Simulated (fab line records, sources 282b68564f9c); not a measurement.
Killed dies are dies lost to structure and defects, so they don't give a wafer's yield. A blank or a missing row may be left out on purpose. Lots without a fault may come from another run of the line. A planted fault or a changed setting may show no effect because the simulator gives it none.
Which tool did it? | flow rit_cmos | 7 lots, 21 wafers sampled, at 3 steps of a route of 202

WHAT THE GAUGES READ, wafer by wafer
RIT_WELLDRIVE_RS_MEAS_02: measures by four-point-probe.
lot  | measured    | on            | PWELL_RS (ohm/sq)
L320 | day 2 11:02 | film_metro-01 | 429.3 430.0 430.6
L322 | day 2 18:50 | film_metro-02 | 431.1 429.3 431.6
L324 | day 3 13:34 | film_metro-02 | 430.1 428.5 428.7
L327 | day 4 02:02 | film_metro-03 | 431.3 431.5 430.0
L329 | day 4 07:11 | film_metro-03 | 445.5 445.8 445.2
L335 | day 5 14:55 | film_metro-03 | 431.8 430.9 430.1
L340 | day 6 14:49 | film_metro-02 | 430.3 430.4 429.5

WHICH TOOL RAN EACH LOT (tool, then ch and the chambers of the sampled wafers, then the start)
lot  | RIT_NWELL_STRIP_09                  | RIT_PWELL_IMPLANT_08
L320 | plasma_asher-01 ch 0,1, day 2 03:27 | implanter-03 ch 0, day 2 05:04
L322 | plasma_asher-01 ch 0,1, day 2 11:44 | implanter-01 ch 0, day 2 13:09
L324 | plasma_asher-03 ch 0,1, day 3 03:58 | implanter-04 ch 0, day 3 05:22
L327 | plasma_asher-03 ch 0,1, day 3 18:57 | implanter-03 ch 0, day 3 20:27
L329 | plasma_asher-04 ch 0,1, day 4 00:11 | implanter-04 ch 0, day 4 01:36
L335 | plasma_asher-03 ch 1, day 5 07:02   | implanter-03 ch 0, day 5 08:38
L340 | plasma_asher-01 ch 0,1, day 6 07:42 | implanter-01 ch 0, day 6 09:06
- RIT_NWELL_STRIP_09: strips in O2, time 180 s.
- RIT_PWELL_IMPLANT_08

THE ANSWER, worked out from the rows above alone
Rule: what is usual is taken from the lots themselves. Put in order of their means at a reading, lots are off if they are a third of the lots or fewer, leave a main group of 4 or more, and stand apart from it by a gap of 3 or more times the standard deviation of the main group's means; of several such gaps the widest counts. A main group whose means are all the same, to the digits that the tables above print for the reading, isn't used. A lot without any number at a reading at which 4 lots or more have one is off too. The other lots that the step has rows for count as sound.
Off: L329, at RIT_WELLDRIVE_RS_MEAS_02 (PWELL_RS). The main group: mean 430.3 ohm/sq, standard deviation 0.65.
A tool fits if, at a process step before that reading, it ran every lot that is off, and no sound lot after the first of them. The gauges at RIT_WELLDRIVE_RS_MEAS_02 are tried like those tools. Can't be told from this: 2 tools fit, plasma_asher-04 at RIT_NWELL_STRIP_09, implanter-04 at RIT_PWELL_IMPLANT_08.

WHAT THE SIMULATOR HAD PUT IN
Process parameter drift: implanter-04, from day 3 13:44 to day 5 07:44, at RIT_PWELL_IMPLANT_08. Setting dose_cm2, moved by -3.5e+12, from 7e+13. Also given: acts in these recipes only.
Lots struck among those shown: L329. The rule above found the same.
